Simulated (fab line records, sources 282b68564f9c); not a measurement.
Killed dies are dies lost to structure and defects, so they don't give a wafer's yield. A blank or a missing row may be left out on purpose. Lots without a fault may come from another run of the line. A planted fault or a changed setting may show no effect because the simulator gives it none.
Which tool did it? | flow rit_cmos | 15 lots, 45 wafers sampled, at 5 steps of a route of 202

WHAT THE GAUGES READ, wafer by wafer
The record holds no reading of a measuring or inspecting step that can be judged against a usual standard deviation.

WHICH TOOL RAN EACH LOT (tool, then ch and the chambers of the sampled wafers, then the start)
lot  | RIT_WELLDRIVE_ANNEAL_00                                       | RIT_GATE_STRIP_20                   | RIT_NLDD_STRIP_09                   | RIT_NSD_STRIP_09                    | RIT_M1_PROBE_99
L700 | furnace-01 ch 0, day 2 07:43                                  | plasma_asher-03 ch 1, day 2 22:20   | plasma_asher-04 ch 0,1, day 3 02:51 | plasma_asher-03 ch 0,1, day 3 08:27 | prober-02, day 3 18:11
L701 | furnace-03 ch 0, day 2 09:43                                  | plasma_asher-03 ch 0,1, day 2 23:31 | plasma_asher-02 ch 0,1, day 3 04:00 | plasma_asher-01 ch 0,1, day 3 09:33 | prober-01, day 3 20:40
L702 | furnace-01 ch 0, day 2 12:47                                  | plasma_asher-04 ch 1, day 3 04:20   | plasma_asher-02 ch 0,1, day 3 08:57 | plasma_asher-03 ch 0,1, day 3 14:32 | prober-02, day 4 00:22
L706 | furnace-04 ch 0, day 3 06:41                                  | plasma_asher-04 ch 1, day 3 20:02   | plasma_asher-03 ch 0,1, day 4 00:37 | plasma_asher-02 ch 1, day 4 06:04   | prober-02, day 4 15:44
L708 | furnace-01 ch 0, day 3 14:59                                  | plasma_asher-03 ch 0,1, day 4 05:34 | plasma_asher-04 ch 0,1, day 4 10:12 | plasma_asher-03 ch 0,1, day 4 15:47 | prober-02, day 5 01:43
L710 | furnace-04 ch 0, day 4 01:08                                  | plasma_asher-03 ch 0,1, day 4 14:59 | plasma_asher-03 ch 0,1, day 4 19:46 | plasma_asher-02 ch 0,1, day 5 01:13 | prober-02, day 5 10:53
L711 | furnace-01 ch 0, day 4 06:38                                  | plasma_asher-03 ch 0,1, day 4 20:47 | plasma_asher-03 ch 0,1, day 5 01:19 | plasma_asher-01 ch 0,1, day 5 06:46 | prober-01, day 5 17:31
L712 | furnace-01 ch 0, day 4 11:44                                  | plasma_asher-01 ch 0,1, day 5 01:07 | plasma_asher-03 ch 0,1, day 5 05:40 | plasma_asher-03 ch 0,1, day 5 11:08 | prober-02, day 5 21:31
L713 | furnace-04 ch 0, day 4 15:26                                  | plasma_asher-01 ch 0,1, day 5 05:37 | plasma_asher-02 ch 1, day 5 10:05   | plasma_asher-03 ch 1, day 5 16:05   | prober-01, day 6 01:37
L716 | furnace-03 ch 0, day 5 06:37                                  | plasma_asher-03 ch 0,1, day 5 21:00 | plasma_asher-04 ch 0,1, day 6 02:07 | plasma_asher-01 ch 0,1, day 6 07:28 | prober-02, day 6 17:08
L717 | furnace-03 ch 0, day 5 11:44 and furnace-01 ch 0, day 5 17:22 | plasma_asher-03 ch 0,1, day 6 08:25 | plasma_asher-02 ch 0,1, day 6 13:03 | plasma_asher-03 ch 0,1, day 6 19:43 | prober-01, day 7 05:33
L718 | furnace-03 ch 0, day 5 16:49                                  | plasma_asher-04 ch 0,1, day 6 06:28 | plasma_asher-02 ch 0,1, day 6 11:53 | plasma_asher-03 ch 0,1, day 6 17:25 | prober-02, day 7 02:44
L719 | furnace-03 ch 0, day 5 21:54 and furnace-01 ch 0, day 6 03:20 | plasma_asher-04 ch 0,1, day 6 18:14 | plasma_asher-03 ch 0,1, day 6 23:43 | plasma_asher-01 ch 0,1, day 7 05:20 | prober-01, day 7 15:58
L722 | furnace-03 ch 0, day 6 13:09 and furnace-01 ch 0, day 6 18:38 | plasma_asher-01 ch 0,1, day 7 09:44 | plasma_asher-03 ch 0,1, day 7 15:04 | plasma_asher-03 ch 0,1, day 7 21:08 | prober-02, day 8 06:55
L723 | furnace-03 ch 0, day 6 18:14                                  | plasma_asher-01 ch 0,1, day 7 07:55 | plasma_asher-02 ch 0,1, day 7 12:59 | plasma_asher-01 ch 0,1, day 7 18:41 | prober-01, day 8 05:36
- RIT_WELLDRIVE_ANNEAL_00: time 14700 s.
- RIT_GATE_STRIP_20: strips in O2, time 180 s.
- RIT_NLDD_STRIP_09: strips in O2, time 180 s.
- RIT_NSD_STRIP_09: strips in O2, time 180 s.
- RIT_M1_PROBE_99

WHAT THE TOOLS THEMSELVES READ (means of the sampled wafers that have a number; where no wafer has one, the mark that the record gives instead)
RIT_WELLDRIVE_ANNEAL_00. Usual: spike_tc_centre_C 1103.1 C, standard deviation 1; spike_tc_load_C 1127.6 C, standard deviation 2.6; tube_center_temp_C_max 1102.9, standard deviation 0.54.
lot  | tool                  | spike_tc_centre_C (C) | spike_tc_load_C (C) | tube_center_temp_C_max | flag
L700 | furnace-01            | 1101.8                | 1128.1              | 1103.0                 |
L701 | furnace-03            | 1102.8                | 1125.6              | 1102.6                 |
L702 | furnace-01            | 1102.9                | 1129.5              | 1103.1                 |
L706 | furnace-04            | 1102.8                | 1130.5              | 1102.4                 |
L708 | furnace-01            | 1102.7                | 1128.3              | 1102.7                 |
L710 | furnace-04            | 1103.3                | 1131.1              | 1102.6                 |
L711 | furnace-01            | 1102.6                | 1128.7              | 1102.4                 |
L712 | furnace-01            | 1103.2                | 1129.0              | 1102.7                 |
L713 | furnace-04            | 1104.0                | 1131.3              | 1102.6                 |
L716 | furnace-03            | 1103.4                | 1124.8              | 1102.3                 |
L717 | furnace-03/furnace-01 | 1103.4                | 1127.1              | 1102.6                 |
L718 | furnace-03            | 1102.6                | 1125.4              | 1102.9                 |
L719 | furnace-03/furnace-01 | 1103.3                | 1126.8              | 1102.9                 |
L722 | furnace-03/furnace-01 | 1103.4                | 1126.9              | 1102.8                 |
L723 | furnace-03            | 1103.2                | 1126.1              | 1102.9                 |

RIT_GATE_STRIP_20. Usual: drypump_motor_current_A 5.8 A, standard deviation 0.37.
lot  | tool            | drypump_motor_current_A (A) | flag
L700 | plasma_asher-03 | 5.7                         |
L701 | plasma_asher-03 | 5.7                         |
L702 | plasma_asher-04 | 6.1                         |
L706 | plasma_asher-04 | 6.1                         |
L708 | plasma_asher-03 | 5.7                         |
L710 | plasma_asher-03 | 5.7                         |
L711 | plasma_asher-03 | 5.7                         |
L712 | plasma_asher-01 | 5.5                         |
L713 | plasma_asher-01 | 5.5                         |
L716 | plasma_asher-03 | 5.7                         |
L717 | plasma_asher-03 | 5.7                         |
L718 | plasma_asher-04 | 6.3                         |
L719 | plasma_asher-04 | 6.4                         |
L722 | plasma_asher-01 | 5.5                         |
L723 | plasma_asher-01 | 5.5                         |

RIT_NLDD_STRIP_09. Usual: drypump_motor_current_A 6.1 A, standard deviation 0.33.
lot  | tool            | drypump_motor_current_A (A) | flag
L700 | plasma_asher-04 | 6.2                         |
L701 | plasma_asher-02 | 6.4                         |
L702 | plasma_asher-02 | 6.4                         |
L706 | plasma_asher-03 | 5.7                         |
L708 | plasma_asher-04 | 6.4                         |
L710 | plasma_asher-03 | 5.7                         |
L711 | plasma_asher-03 | 5.7                         |
L712 | plasma_asher-03 | 5.7                         |
L713 | plasma_asher-02 | 6.3                         |
L716 | plasma_asher-04 | 6.3                         |
L717 | plasma_asher-02 | 6.4                         |
L718 | plasma_asher-02 | 6.3                         |
L719 | plasma_asher-03 | 5.7                         |
L722 | plasma_asher-03 | 5.7                         |
L723 | plasma_asher-02 | 6.3                         |

RIT_NSD_STRIP_09. Usual: drypump_motor_current_A 5.8 A, standard deviation 0.31.
lot  | tool            | drypump_motor_current_A (A) | flag
L700 | plasma_asher-03 | 5.7                         |
L701 | plasma_asher-01 | 5.4                         |
L702 | plasma_asher-03 | 5.7                         |
L706 | plasma_asher-02 | 6.3                         |
L708 | plasma_asher-03 | 5.7                         |
L710 | plasma_asher-02 | 6.3                         |
L711 | plasma_asher-01 | 5.5                         |
L712 | plasma_asher-03 | 5.7                         |
L713 | plasma_asher-03 | 5.7                         |
L716 | plasma_asher-01 | 5.5                         |
L717 | plasma_asher-03 | 5.7                         |
L718 | plasma_asher-03 | 5.7                         |
L719 | plasma_asher-01 | 5.5                         |
L722 | plasma_asher-03 | 5.7                         |
L723 | plasma_asher-01 | 5.4                         |

RIT_M1_PROBE_99. Usual: killed_at_contacts 0.0, standard deviation 0.22; killed_at_front_end 7, standard deviation 3.2; killed_dies 7, standard deviation 3.2; killed_open 3.2, standard deviation 2.1; killed_short 3.5, standard deviation 2.2.
lot  | tool      | killed_at_contacts | killed_at_front_end | killed_dies | killed_open | killed_short | flag
L700 | prober-02 | 0.0                | 10                  | 10          | 6.0         | 4.0          |
L701 | prober-01 | 0.0                | 5                   | 5           | 4.0         | 1.0          |
L702 | prober-02 | 0.0                | 6                   | 6           | 2.0         | 4.0          |
L706 | prober-02 | 0.0                | 6                   | 6           | 2.3         | 3.7          |
L708 | prober-02 | 0.0                | 6                   | 6           | 4.3         | 1.7          |
L710 | prober-02 | 0.0                | 6                   | 6           | 3.0         | 3.3          |
L711 | prober-01 | 0.3                | 11                  | 11          | 5.0         | 6.0          |
L712 | prober-02 | 0.0                | 5                   | 5           | 2.3         | 2.3          |
L713 | prober-01 | 0.0                | 7                   | 7           | 3.3         | 3.7          |
L716 | prober-02 | 0.0                | 6                   | 6           | 2.3         | 3.3          |
L717 | prober-01 | 0.3                | 7                   | 8           | 3.0         | 4.7          |
L718 | prober-02 | 0.3                | 3                   | 4           | 1.0         | 2.7          |
L719 | prober-01 | 0.0                | 8                   | 8           | 3.3         | 4.3          |
L722 | prober-02 | 0.0                | 4                   | 4           | 3.0         | 1.3          |
L723 | prober-01 | 0.0                | 7                   | 7           | 2.7         | 4.3          |

THE ANSWER, worked out from the rows above alone
Rule: a lot is off if the mean of its wafers that have a number lies more than 3 standard deviations from the usual mean. A lot without any number at a reading at which 4 lots or more have one is off too. The other lots that the step has rows for count as sound. The gauges are gone through in route order, then the tools' own readings, and for those a lot's mean is taken as printed above. The first step at which some lot is off is used, and at that step the reading that is off furthest; a lot without a number counts as furthest.
No lot is off at any reading shown: from this, nothing can be told.

WHAT THE SIMULATOR HAD PUT IN
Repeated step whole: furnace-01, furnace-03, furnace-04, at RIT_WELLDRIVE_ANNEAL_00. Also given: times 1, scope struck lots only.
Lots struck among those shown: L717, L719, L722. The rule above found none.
